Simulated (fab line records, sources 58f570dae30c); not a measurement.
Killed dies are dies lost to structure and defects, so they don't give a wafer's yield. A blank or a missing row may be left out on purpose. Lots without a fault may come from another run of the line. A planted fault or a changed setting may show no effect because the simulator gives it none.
Problem report in the 8D (eight disciplines) form, filled by code | flow berkeley_cmos170 | the parts of the form that need people (team, actions taken, sign-off) are left out

1. THE PROBLEM
spin_speed_rpm at UCB170_V1_COAT_07 reads a mean of 1264.0 rpm on 6 wafers of 2 lots; wafers without a fault read 1500.1 rpm with a standard deviation of 0.97. That is -99 or more standard deviations from the usual mean.
The step: resist thk 900 nm.
First seen on wafer L628.1, day 9 14:01, on litho_track-04. The record holds 42 wafers of 14 lots with a number at this step. Rule for "out", or "out of limits": more than 4 standard deviations from the usual mean. The other wafers with a number count as sound.

2. WHAT IT IS AND WHAT IT IS NOT
question                    | is                     | is not
which readings at this step | spin_speed_rpm         | -
which lots                  | L628, L630             | L619, L620, L623, L625, L631, L633, L634, L635, L639, L640, L641, L642
which wafers of those lots  | all that have a number | -
read on which tools         | litho_track-04         | litho_track-02, litho_track-03
when                        | from day 9 14:01       | up to then (12 sound wafers); but 24 sound wafers of L631, L633, L634, L635, L639, L640, L641, L642 came after

3. SUSPECTS, AND WHAT RULES EACH OUT
Counting: a tool at a process step up to the reading stays a suspect if it ran every lot that is out and no sound lot after the first of them.
- litho_track-04 at UCB170_V1_COAT_07 (resist thk 900 nm): ruled out as a lasting fault. Sound lots L642 ran on it after its first lot that is out, L628 (day 9 14:01).
Left after counting: nothing in the record.

4. THE CAUSE (what the simulator had put in)
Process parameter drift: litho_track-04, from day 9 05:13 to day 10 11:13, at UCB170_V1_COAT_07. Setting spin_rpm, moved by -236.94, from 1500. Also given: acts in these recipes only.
Counting ruled it out, wrongly.

5. THE CHAIN OF EFFECTS, in route order
Each row: a reading whose mean over the struck wafers that have a number lies more than 3 standard deviations from the usual. Only readings for which the record gives a usual standard deviation are gone through. hours: the time from each lot's start at the first step in this table that gives one to its start at this step, as a median over the lots. sigmas: the change in usual standard deviations.
hours | step                 | reading                  | usual      | on struck wafers | change | sigmas
0     | UCB170_V1_COAT_07    | spin_speed_rpm           | 1500.1 rpm | 1264.0           | -236.1 | -99 or more
1     | UCB170_V1_CD_MEAS_12 | cd_nm                    | 699.4 nm   | 695.4            | -4.0   | -3.1
1     | UCB170_V1_STRIP_15   | strip_time_to_endpoint_s | 15.37 s    | 17.28            | +1.91  | +15
The process steps in it:
- UCB170_V1_COAT_07: resist thk 900 nm.
- UCB170_V1_STRIP_15: strips in O2.

6. WHAT WOULD HAVE CAUGHT IT SOONER
In this record the first reading out of limits was taken at day 9 14:01, 9 hours after the fault began at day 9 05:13.
